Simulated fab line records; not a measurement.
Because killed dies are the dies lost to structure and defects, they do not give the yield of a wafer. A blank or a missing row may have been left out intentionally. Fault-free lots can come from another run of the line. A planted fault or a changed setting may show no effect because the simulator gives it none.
Split-lot experiment / flow rit-cmos / route with 202 steps; 5 lots, 23 wafers read

## ABOUT THE SPLIT
At RIT_PWELL_IMPLANT_08, the setting dose-cm2 was moved away from the recipe's 7e+13 on 11 of the 23 wafers read, by -5.2% to +6.0%. For the rest of the wafers, this setting stayed at what the recipe calls for.

## FROM THE SPLIT TO THE READING: what the file shows between them, 3 steps
- RIT_PWELL_STRIP_09: strips in O2, time 180 s
- RIT_PWELL_TW_MEAS_10
- RIT_WELLDRIVE_ANNEAL_00: time 14700 s

## THE READING
PWELL_RS in ohm/sq, measured at RIT_WELLDRIVE_RS_MEAS_02 by four-point-probe. Typical for fault-free wafers on this fab line: 430.3 ohm/sq, with standard deviation 1.5 ohm/sq.

wafer=L077.2; tool, chamber at the split=implanter-02, 0; dose-cm2 as run=7e+13; against the recipe=recipe; PWELL_RS, ohm/sq=430.2; against lot-mates on the recipe=-
wafer=L077.3; tool, chamber at the split=implanter-02, 0; dose-cm2 as run=7e+13; against the recipe=recipe; PWELL_RS, ohm/sq=429.5; against lot-mates on the recipe=-
wafer=L077.5; tool, chamber at the split=implanter-02, 0; dose-cm2 as run=7e+13; against the recipe=recipe; PWELL_RS, ohm/sq=428.1; against lot-mates on the recipe=-
wafer=L080.1; tool, chamber at the split=implanter-01, 0; dose-cm2 as run=7.417e+13; against the recipe=+6.0%; PWELL_RS, ohm/sq=414.4; against lot-mates on the recipe=-14.9
wafer=L080.2; tool, chamber at the split=implanter-01, 0; dose-cm2 as run=7e+13; against the recipe=recipe; PWELL_RS, ohm/sq=428.5; against lot-mates on the recipe=-
wafer=L080.3; tool, chamber at the split=implanter-01, 0; dose-cm2 as run=7e+13; against the recipe=recipe; PWELL_RS, ohm/sq=430.0; against lot-mates on the recipe=-
wafer=L080.4; tool, chamber at the split=implanter-01, 0; dose-cm2 as run=7.417e+13; against the recipe=+6.0%; PWELL_RS, ohm/sq=416.0; against lot-mates on the recipe=-13.2
wafer=L080.5; tool, chamber at the split=implanter-01, 0; dose-cm2 as run=7.417e+13; against the recipe=+6.0%; PWELL_RS, ohm/sq=414.2; against lot-mates on the recipe=-15.1
wafer=L083.1; tool, chamber at the split=implanter-01, 0; dose-cm2 as run=7e+13; against the recipe=recipe; PWELL_RS, ohm/sq=431.8; against lot-mates on the recipe=-
wafer=L083.2; tool, chamber at the split=implanter-01, 0; dose-cm2 as run=7.292e+13; against the recipe=+4.2%; PWELL_RS, ohm/sq=420.5; against lot-mates on the recipe=-10.8
wafer=L083.3; tool, chamber at the split=implanter-01, 0; dose-cm2 as run=7e+13; against the recipe=recipe; PWELL_RS, ohm/sq=430.8; against lot-mates on the recipe=-
wafer=L083.4; tool, chamber at the split=implanter-01, 0; dose-cm2 as run=7.292e+13; against the recipe=+4.2%; PWELL_RS, ohm/sq=421.0; against lot-mates on the recipe=-10.3
wafer=L083.5; tool, chamber at the split=implanter-01, 0; dose-cm2 as run=7.292e+13; against the recipe=+4.2%; PWELL_RS, ohm/sq=421.6; against lot-mates on the recipe=-9.7
wafer=L084.1; tool, chamber at the split=implanter-01, 0; dose-cm2 as run=7e+13; against the recipe=recipe; PWELL_RS, ohm/sq=427.7; against lot-mates on the recipe=-
wafer=L084.3; tool, chamber at the split=implanter-01, 0; dose-cm2 as run=7.367e+13; against the recipe=+5.2%; PWELL_RS, ohm/sq=414.0; against lot-mates on the recipe=-13.5
wafer=L084.4; tool, chamber at the split=implanter-01, 0; dose-cm2 as run=7.367e+13; against the recipe=+5.2%; PWELL_RS, ohm/sq=413.0; against lot-mates on the recipe=-14.5
wafer=L084.5; tool, chamber at the split=implanter-01, 0; dose-cm2 as run=7e+13; against the recipe=recipe; PWELL_RS, ohm/sq=428.6; against lot-mates on the recipe=-
wafer=L084.6; tool, chamber at the split=implanter-01, 0; dose-cm2 as run=7e+13; against the recipe=recipe; PWELL_RS, ohm/sq=426.3; against lot-mates on the recipe=-
wafer=L085.1; tool, chamber at the split=implanter-02, 0; dose-cm2 as run=7e+13; against the recipe=recipe; PWELL_RS, ohm/sq=431.0; against lot-mates on the recipe=-
wafer=L085.3; tool, chamber at the split=implanter-02, 0; dose-cm2 as run=6.639e+13; against the recipe=-5.2%; PWELL_RS, ohm/sq=447.2; against lot-mates on the recipe=+15.6
wafer=L085.4; tool, chamber at the split=implanter-02, 0; dose-cm2 as run=6.639e+13; against the recipe=-5.2%; PWELL_RS, ohm/sq=447.9; against lot-mates on the recipe=+16.3
wafer=L085.5; tool, chamber at the split=implanter-02, 0; dose-cm2 as run=6.639e+13; against the recipe=-5.2%; PWELL_RS, ohm/sq=446.4; against lot-mates on the recipe=+14.8
wafer=L085.6; tool, chamber at the split=implanter-02, 0; dose-cm2 as run=7e+13; against the recipe=recipe; PWELL_RS, ohm/sq=432.2; against lot-mates on the recipe=-

FIT RESULTS
A straight line over all 23 wafers: PWELL_RS changes by -2.85 ohm/sq for each +1% of dose-cm2; r = -0.98; the points scatter about the line by 2.1 ohm/sq.
The same after taking each lot's own level away (the mean of its wafers on the recipe; 23 wafers): -2.68 ohm/sq for each +1%; r = -0.99; scatter 1.1 ohm/sq.
Per that fit: largest dose-cm2 move, reading shift of 16 ohm/sq.
The lots' own levels span 427.53 to 431.60 ohm/sq, that is 2.7 times the standard deviation above.
Consequently the slope shifts little with the lot-to-lot level, the two slopes agreeing.
Check: -15.5 ohm/sq against its lot-mates is what the line predicts for one of the wafers moved furthest among these (+6.0%) when that wafer is left out of the fit. Against them it came out at -14.9 ohm/sq.

## THESE WAFERS: OTHER SPLITS
Other splits were also applied to these wafers ahead of the reading. Each is held against what the fit with the lots' levels taken away leaves over:
other split on the same wafers=RIT_ACTIVE_CVD_03 nh3-flow-sccm; wafers away from the commonest value=15; r with PWELL_RS (lot level and that fit taken away)=-0.19
other split on the same wafers=RIT_ACTIVE_ETCH_13 rf-w; wafers away from the commonest value=10; r with PWELL_RS (lot level and that fit taken away)=+0.49
other split on the same wafers=RIT_FOX1_WET_ETCH_02 time-s; wafers away from the commonest value=15; r with PWELL_RS (lot level and that fit taken away)=+0.41
other split on the same wafers=RIT_PWELL_COAT_01 resist-thk-nm; wafers away from the commonest value=7; r with PWELL_RS (lot level and that fit taken away)=-0.16
other split on the same wafers=RIT_PWELL_SOFTBAKE_02 temp-c; wafers away from the commonest value=8; r with PWELL_RS (lot level and that fit taken away)=+0.25

## THE WHOLE CHAIN: every reading that the file lists as answering this split, in the file's order
step=RIT_PWELL_TW_MEAS_10; what it does=; reading=PWELL_TW; change (the file's fit)=+2.85 for each +1% of the setting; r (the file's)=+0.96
step=RIT_WELLDRIVE_RS_MEAS_02; what it does=measures by four-point-probe; reading=PWELL_RS; change (the file's fit)=-2.64 for each +1% of the setting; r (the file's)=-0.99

## THE FILE'S OWN FIT
PWELL_RS changes by -2.64 ohm/sq for each +1% of dose-cm2, r = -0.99.
